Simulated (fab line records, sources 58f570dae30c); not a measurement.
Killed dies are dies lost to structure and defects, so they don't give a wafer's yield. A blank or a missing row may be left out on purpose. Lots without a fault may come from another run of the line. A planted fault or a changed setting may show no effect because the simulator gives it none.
Chamber matching | flow berkeley_cmos170 | UCB170_V1_CMP_02 on cmp-02: 4 sister chambers
The step polishes SiO2. 4 wafers are shown with their chamber, then 11 later ones without.

WAFERS WITH THEIR CHAMBER
wafer  | chamber | motor_current_A (A)
L112.4 | 2       | 16.8
L114.2 | 1       | 16.3
L113.5 | 0       | 14.3
L117.1 | 3       | 13.3

WAFERS WITHOUT THEIR CHAMBER
wafer  | motor_current_A (A)
L117.3 | 17.5
L117.5 | 13.9
L119.1 | 17.5
L119.2 | 17.0
L119.4 | 13.3
L123.1 | 13.3
L123.4 | 13.1
L123.5 | 16.6
L124.1 | 12.8
L124.4 | 13.5
L124.6 | 16.6

WHICH CHAMBER EACH WENT THROUGH
wafer  | from the rows above     | in truth
L117.3 | can't be placed: 2 or 1 | 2
L117.5 | can't be placed: 0 or 3 | 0
L119.1 | can't be placed: 2 or 1 | 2
L119.2 | can't be placed: 2 or 1 | 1
L119.4 | 3                       | 3
L123.1 | 3                       | 3
L123.4 | 3                       | 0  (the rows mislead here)
L123.5 | can't be placed: 2 or 1 | 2
L124.1 | 3                       | 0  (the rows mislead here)
L124.4 | can't be placed: 3 or 0 | 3
L124.6 | can't be placed: 2 or 1 | 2
Placed correctly: 2 of 11. Can't be placed from these rows: 7 (the true chamber is among the candidates in 7). Placed wrongly: 2.
How it was worked out, from the rows above alone: a wafer's distance from a chamber is the root of the sum, over the readings, of the square of ((its reading less the chamber's mean) divided by the reading's scatter). The wafer belongs to the nearest chamber; if the next one is less than 2 further off, it can't be placed. A chamber's mean is the mean of its shown wafers. The scatter: with one shown wafer a chamber, the root of the mean of the squares of how far each hidden wafer lies from its nearest shown one.
